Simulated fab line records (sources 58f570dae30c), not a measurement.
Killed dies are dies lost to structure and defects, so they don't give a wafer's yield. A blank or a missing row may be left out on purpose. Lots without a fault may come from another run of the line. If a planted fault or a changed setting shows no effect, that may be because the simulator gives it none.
What tool caused it? :: flow berkeley cmos170 :: 13 lots (39 wafers sampled), 1 step of a 331-step route

WHAT THE GAUGES SHOWED, per wafer
UCB170_M1_OVL_MEAS_10. Usual: M1_OVL -2 nm, standard deviation 5.5.
lot: L535
measured: day 7 17:50
on: overlay-01
M1_OVL (nm): -3 -13 1
flag: 

lot: L536
measured: day 8 21:14
on: overlay-02
M1_OVL (nm): -8 -1 -7
flag: 

lot: L540
measured: day 9 20:31
on: overlay-01
M1_OVL (nm): 8 1 4
flag: 

lot: L543
measured: day 10 07:50
on: overlay-02
M1_OVL (nm): 0 -8 -7
flag: 

lot: L544
measured: day 10 17:35
on: overlay-01
M1_OVL (nm): -2 -1 3
flag: 

lot: L548
measured: day 11 08:57
on: overlay-02
M1_OVL (nm): -3 1 3
flag: 

lot: L550
measured: day 11 15:50
on: overlay-02
M1_OVL (nm): -3 -21 -9
flag: 

lot: L549
measured: day 11 16:04
on: overlay-01
M1_OVL (nm): -9 -5 -4
flag: 

lot: L555
measured: day 12 16:20
on: overlay-01
M1_OVL (nm): 5 -4 -2
flag: 

lot: L557
measured: day 12 20:08
on: overlay-01
M1_OVL (nm): -2 0 1
flag: 

lot: L556
measured: day 12 20:52
on: overlay-01
M1_OVL (nm): -5 -5 -2
flag: 

lot: L554
measured: day 12 21:08
on: overlay-02
M1_OVL (nm): -10 -9 -10
flag: 

lot: L558
measured: day 12 21:32
on: overlay-01
M1_OVL (nm): -7 -4 -3
flag: 

TOOL THAT RAN EACH LOT (tool first, then ch and the chambers of the sampled wafers, then the start)
No process step before these readings appears in the record.

WHAT THE TOOLS THEMSELVES READ (means of the sampled wafers that have a number; where no wafer has one, the mark that the record gives instead)
The record holds no such reading with a usual standard deviation.

THE ANSWER, worked out from the rows above alone
Rule: a lot counts as off when the mean over its wafers that have a number is more than 3 standard deviations away from the usual mean. A lot without any number at a reading at which 4 lots or more have one is off too. Where the step has rows for the other lots, those lots are counted as sound. First the gauges in route order, then the tools' own readings, where a lot's mean is used as printed above. At the first step where some lot is off, the reading lying furthest off is the one used; lots without a number count as furthest.
Nothing can be told from this: no lot is off at any reading shown.

WHAT WAS PUT IN BY THE SIMULATOR
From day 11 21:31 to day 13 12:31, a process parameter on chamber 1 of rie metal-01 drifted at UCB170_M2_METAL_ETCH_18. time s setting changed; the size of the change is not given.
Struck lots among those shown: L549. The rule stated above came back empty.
